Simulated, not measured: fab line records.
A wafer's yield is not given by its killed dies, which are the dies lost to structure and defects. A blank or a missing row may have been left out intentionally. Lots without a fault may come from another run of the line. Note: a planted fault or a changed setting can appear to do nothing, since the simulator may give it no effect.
Which tool is to blame?    flow berkeley cmos170    Sampling: 14 lots, 42 wafers, 6 of 331 route steps

== WHAT EACH GAUGE READ, for each wafer ==
UCB170_SPACER_THK_MEAS_01. Usual: SPACER_TEOS_THK typically reads 375 nm, with standard deviation 5.4.
lot   measured      on             SPACER_TEOS_THK (nm)  flag
L911  day 6 22:02   film metro-02  371 382 384           
L914  day 7 14:47   film metro-02  747 756 750           OFF
L916  day 7 14:41   film metro-03  744 755 765           OFF
L915  day 7 14:52   film metro-02  373 383 379           
L921  day 8 13:31   film metro-03  370 373 376           
L924  day 9 19:56   film metro-03  371 371 370           
L926  day 9 20:53   film metro-02  374 379 381           
L928  day 9 21:37   film metro-03  374 380 381           
L925  day 9 22:11   film metro-01  376 377 376           
L927  day 10 00:32  film metro-02  372 375 376           
L929  day 10 00:32  film metro-01  367 380 383           
L931  day 10 14:52  film metro-02  361 369 371           
L932  day 10 23:14  film metro-01  370 365 370           
L933  day 11 10:38  film metro-03  369 377 378           

UCB170_M1_OVL_MEAS_10. Usual: M1_OVL typically reads 1 nm, with standard deviation 5.7.
lot   measured      on          M1_OVL (nm)  flag
L911  day 7 18:11   overlay-01  6 -2 -1      
L915  day 8 16:50   overlay-02  9 0 12       
L921  day 9 05:39   overlay-01  -4 -5 -7     
L924  day 10 13:16  overlay-01  5 5 4        
L926  day 10 14:46  overlay-02  1 -1 12      
L928  day 10 14:02  overlay-02  -9 -14 -6    
L925  day 10 16:19  overlay-01  -1 8 13      
L927  day 10 16:37  overlay-02  -2 3 -1      
L929  day 10 16:52  overlay-01  6 4 10       
L931  day 11 08:12  overlay-01  -6 -6 -1     
L932  day 11 18:34  overlay-02  1 5 5        
L933  day 12 04:10  overlay-02  -1 2 -1      

UCB170_M1_CD_MEAS_90: target cd 700 nm. Usual: cd nm reads 700.9 nm (standard deviation 2.8).
lot   measured      on         cd nm (nm)         flag
L911  day 7 18:31   cd sem-02  702.8 704.0 705.4  
L915  day 8 17:12   cd sem-01  705.9 706.9 704.0  
L921  day 9 05:58   cd sem-02  704.9 701.9 701.8  
L924  day 10 13:37  cd sem-01  699.3 700.6 698.3  
L926  day 10 15:04  cd sem-02  699.0 699.7 698.9  
L928  day 10 14:21  cd sem-01  696.3 698.8 698.1  
L925  day 10 16:41  cd sem-01  699.5 700.3 698.6  
L927  day 10 16:56  cd sem-01  700.7 702.3 700.4  
L929  day 10 17:10  cd sem-02  702.5 700.7 703.1  
L931  day 11 08:34  cd sem-02  700.2 699.5 697.7  
L932  day 11 18:53  cd sem-01  698.0 703.0 696.6  
L933  day 12 04:29  cd sem-02  705.7 699.6 706.3  

== WHAT TOOL EACH LOT RAN ON (gives the tool, then ch and the chambers of the sampled wafers, and finally the start) ==
lot   UCB170_SPACER_CVD_00             UCB170_SPACER_ETCHBACK_03           UCB170_CONTACT_STRIP_19
L911  pecvd-02 ch 0,1,2, day 6 21:59   rie diel-02 ch 1,2,3, day 7 02:36   plasma asher-01 ch 1, day 7 16:17
L914  pecvd-02 ch 0,1,2, day 7 14:26   rie diel-03 ch 2,3, day 7 17:47     -
L916  pecvd-04 ch 0,2, day 7 14:26     rie diel-03 ch 0,2, day 7 17:43     -
L915  pecvd-01 ch 0,1, day 7 14:49     rie diel-01 ch 1,3, day 7 17:43     plasma asher-01 ch 0,1, day 8 14:33
L921  pecvd-04 ch 0,1, day 8 13:28     rie diel-02 ch 0,2, day 8 16:57     plasma asher-03 ch 0,1, day 9 03:25
L924  pecvd-01 ch 0,1,2, day 9 19:53   rie diel-03 ch 2,3, day 9 23:24     plasma asher-03 ch 0,1, day 10 11:24
L926  pecvd-02 ch 1,2, day 9 20:51     rie diel-02 ch 0,1,2, day 9 23:24   plasma asher-03 ch 1, day 10 12:05
L928  pecvd-04 ch 0,1,2, day 9 21:34   rie diel-01 ch 1,3, day 9 23:28     plasma asher-02 ch 0,1, day 10 11:55
L925  pecvd-01 ch 0,1,2, day 9 22:08   rie diel-01 ch 1,2,3, day 10 03:51  plasma asher-02 ch 0,1, day 10 14:28
L927  pecvd-04 ch 0,1,2, day 10 00:30  rie diel-02 ch 0,1,2, day 10 03:49  plasma asher-02 ch 0,1, day 10 14:42
L929  pecvd-02 ch 1,2, day 10 00:30    rie diel-03 ch 0,2,3, day 10 03:49  plasma asher-02 ch 0,1, day 10 15:01
L931  pecvd-04 ch 0,1,2, day 10 14:48  rie diel-03 ch 0,1,3, day 10 16:26  plasma asher-02 ch 0,1, day 11 04:34
L932  pecvd-01 ch 1,2, day 10 23:11    rie diel-01 ch 1,3, day 11 04:17    plasma asher-03 ch 0,1, day 11 14:52
L933  pecvd-01 ch 0,1, day 11 10:35    rie diel-03 ch 0,2,3, day 11 14:18  plasma asher-02 ch 0,1, day 12 02:11
- UCB170_SPACER_CVD_00: deposits SiO2 from TEOS/O2, target thk 376 nm, time 47 s.
- UCB170_SPACER_ETCHBACK_03: etches SiO2 in CHF3/CF4/Ar, stops on Si, target depth 376 nm, time 100 s.
- UCB170_CONTACT_STRIP_19: strips in O2.

== WHAT THE TOOLS THEMSELVES READ (means of the sampled wafers that have a number; where no wafer has one, the mark that the record gives instead) ==
UCB170_SPACER_CVD_00. Usual: heater power w 238 W, standard deviation 40; susceptor temp C 390.01 C, standard deviation 0.21.
lot   tool      heater power w (W)  susceptor temp C (C)  flag
L911  pecvd-02  230                 390.08                
L914  pecvd-02  249                 389.99                
L916  pecvd-04  266                 389.95                
L915  pecvd-01  243                 390.09                
L921  pecvd-04  252                 390.02                
L924  pecvd-01  234                 390.08                
L926  pecvd-02  241                 389.93                
L928  pecvd-04  229                 390.06                
L925  pecvd-01  228                 389.94                
L927  pecvd-04  254                 389.80                
L929  pecvd-02  263                 390.01                
L931  pecvd-04  224                 389.84                
L932  pecvd-01  205                 390.08                
L933  pecvd-01  254                 389.80                

UCB170_SPACER_ETCHBACK_03. Usual: chamber pressure mTorr 199.99 mTorr, standard deviation 0.19; drypump motor current A 5.3 A, standard deviation 0.46; oes product au 0.892 a.u., standard deviation 0.018; throttle valve pct 6.46 %, standard deviation 0.1.
lot   tool         chamber pressure mTorr (mTorr)  drypump motor current A (A)  oes product au (a.u.)  throttle valve pct (%)  flag
L911  rie diel-02  199.95                          5.5                          0.909                  6.50                    
L914  rie diel-03  200.01                          4.9                          0.970                  6.50                    OFF
L916  rie diel-03  200.15                          4.9                          0.988                  6.51                    OFF
L915  rie diel-01  199.85                          5.3                          0.882                  6.30                    
L921  rie diel-02  200.01                          5.7                          0.886                  6.38                    
L924  rie diel-03  200.00                          4.9                          0.885                  6.50                    
L926  rie diel-02  199.73                          5.7                          0.900                  6.46                    
L928  rie diel-01  199.81                          5.1                          0.891                  6.30                    
L925  rie diel-01  199.99                          5.5                          0.885                  6.37                    
L927  rie diel-02  199.86                          5.7                          0.898                  6.45                    
L929  rie diel-03  199.98                          5.0                          0.891                  6.50                    
L931  rie diel-03  199.96                          4.9                          0.878                  6.46                    
L932  rie diel-01  200.07                          5.3                          0.872                  6.29                    
L933  rie diel-03  199.97                          4.9                          0.888                  6.50                    

UCB170_CONTACT_STRIP_19. Usual: chamber pressure mTorr 3500 mTorr, standard deviation 3.1; drypump motor current A 5.7 A, standard deviation 0.46; oes product au 0.725 a.u., standard deviation 0.0043.
lot   tool             chamber pressure mTorr (mTorr)  drypump motor current A (A)  oes product au (a.u.)  flag
L911  plasma asher-01  3500                            5.9                          0.724                  
L915  plasma asher-01  3501                            5.6                          0.726                  
L921  plasma asher-03  3502                            5.8                          0.724                  
L924  plasma asher-03  3500                            5.8                          0.728                  
L926  plasma asher-03  3498                            5.6                          0.724                  
L928  plasma asher-02  3501                            5.7                          0.727                  
L925  plasma asher-02  3499                            5.4                          0.722                  
L927  plasma asher-02  3503                            5.6                          0.723                  
L929  plasma asher-02  3500                            5.3                          0.726                  
L931  plasma asher-02  3498                            5.4                          0.731                  
L932  plasma asher-03  3502                            6.1                          0.723                  
L933  plasma asher-02  3503                            5.6                          0.725                  

== THE ANSWER, worked out from the rows above alone ==
Rule: a lot counts as off when the mean over its wafers that have a number is more than 3 standard deviations away from the usual mean. A lot without any number at a reading at which 4 lots or more have one is off too. The other lots that the step has rows for count as sound. The gauges are gone through in route order, then the tools' own readings, and for those a lot's mean is taken as printed above. At the first step where some lot is off, the reading lying furthest off is the one used; lots without a number count as furthest.
Off: L914, L916, seen at UCB170_SPACER_THK_MEAS_01 (SPACER_TEOS_THK).
A tool fits if, at a process step before that reading, it ran every lot that is off, and no sound lot after the first of them. Not tried: the gauges at UCB170_SPACER_THK_MEAS_01; whatever is off there is also off at UCB170_SPACER_ETCHBACK_03, on other tools, and gauge error can't account for it. No candidate that was tried fits.

== WHAT WAS PUT IN BY THE SIMULATOR ==
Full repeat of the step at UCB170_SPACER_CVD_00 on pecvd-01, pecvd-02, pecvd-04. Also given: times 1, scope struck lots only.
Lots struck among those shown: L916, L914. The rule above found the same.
